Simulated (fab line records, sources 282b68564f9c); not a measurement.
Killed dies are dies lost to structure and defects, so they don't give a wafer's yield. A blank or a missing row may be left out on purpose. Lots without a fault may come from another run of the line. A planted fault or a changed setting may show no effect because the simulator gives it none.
Split-lot experiment | flow rit_cmos | 5 lots, 23 wafers read, on a route of 202 steps

THE SPLIT
At RIT_NWELL_IMPLANT_08, the setting energy_kev was moved away from the recipe's 170 on 10 of the 23 wafers read, by -3.9% to +4.1%. The other wafers ran this setting at the recipe's value.

FROM THE SPLIT TO THE READING: what the file shows between them, 1 step
- RIT_NWELL_STRIP_09: strips in O2, time 180 s

THE READING
NWELL_TW, at RIT_NWELL_TW_MEAS_10. Fault-free wafers of this fab line usually give 2152, standard deviation 7.9.

wafer  | tool, chamber at the split | energy_kev as run | against the recipe | NWELL_TW | against lot-mates on the recipe
L074.1 | implanter-03, 0            | 170               | recipe             | 2160     | -
L074.2 | implanter-03, 0            | 172.6             | +1.5%              | 2158     | +3
L074.3 | implanter-03, 0            | 170               | recipe             | 2160     | -
L074.5 | implanter-03, 0            | 170               | recipe             | 2145     | -
L074.6 | implanter-03, 0            | 172.6             | +1.5%              | 2161     | +6
L076.2 | implanter-04, 0            | 170               | recipe             | 2162     | -
L076.5 | implanter-04, 0            | 170               | recipe             | 2162     | -
L076.6 | implanter-04, 0            | 170               | recipe             | 2163     | -
L080.1 | implanter-02, 0            | 170               | recipe             | 2159     | -
L080.2 | implanter-02, 0            | 163.4             | -3.9%              | 2137     | -22
L080.3 | implanter-02, 0            | 170               | recipe             | 2154     | -
L080.4 | implanter-02, 0            | 163.4             | -3.9%              | 2132     | -27
L080.5 | implanter-02, 0            | 170               | recipe             | 2163     | -
L083.1 | implanter-03, 0            | 177               | +4.1%              | 2177     | +24
L083.2 | implanter-03, 0            | 177               | +4.1%              | 2170     | +18
L083.3 | implanter-03, 0            | 170               | recipe             | 2154     | -
L083.4 | implanter-03, 0            | 177               | +4.1%              | 2168     | +16
L083.5 | implanter-03, 0            | 170               | recipe             | 2151     | -
L085.1 | implanter-04, 0            | 170               | recipe             | 2152     | -
L085.2 | implanter-04, 0            | 164.1             | -3.5%              | 2135     | -17
L085.3 | implanter-04, 0            | 164.1             | -3.5%              | 2130     | -22
L085.4 | implanter-04, 0            | 170               | recipe             | 2152     | -
L085.6 | implanter-04, 0            | 164.1             | -3.5%              | 2131     | -21

THE FIT
A straight line over all 23 wafers: NWELL_TW changes by +5.06 for each +1% of energy_kev; r = +0.91; the points scatter about the line by 5.6.
The same after taking each lot's own level away (the mean of its wafers on the recipe; 23 wafers): +5.28 for each +1%; r = +0.96; scatter 3.9.
On that fit, the largest move of energy_kev shifts the reading by 22.
The lots' own levels span 2152.0 to 2162.3, that is 1.3 times the standard deviation above.
So the lot-to-lot level changes the slope little: the two slopes agree.
Check: with one of the wafers moved furthest among these (+4.1%) left out of the fit, the line predicts +19.6 for it against its lot-mates. It came out at +24.5 against them.

OTHER SPLITS ON THESE WAFERS
These wafers also went through other splits before the reading. Each is held against what the fit with the lots' levels taken away leaves over:
other split on the same wafers    | wafers away from the commonest value | r with NWELL_TW (lot level and that fit taken away)
RIT_ACTIVE_CVD_03 temp_c          | 10                                   | +0.02
RIT_ACTIVE_EXPOSE_08 dose_mj      | 8                                    | -0.35
RIT_ACTIVE_ETCH_13 over_etch_frac | 5                                    | -0.05
RIT_NWELL_SOFTBAKE_02 temp_c      | 12                                   | +0.03

THE WHOLE CHAIN: every reading that the file lists as answering this split, in the file's order
step                 | what it does | reading                                                         | change (the file's fit)               | r (the file's)
RIT_NWELL_IMPLANT_08 |              | implant.rp_nm (the simulator's own value, which no gauge read)  | +2.19 nm for each +1% of the setting  | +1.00
RIT_NWELL_IMPLANT_08 |              | implant.drp_nm (the simulator's own value, which no gauge read) | +0.511 nm for each +1% of the setting | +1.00
RIT_NWELL_TW_MEAS_10 |              | NWELL_TW                                                        | +5.43 for each +1% of the setting     | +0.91

THE FILE'S OWN FIT
NWELL_TW changes by +5.43 for each +1% of energy_kev, r = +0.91.
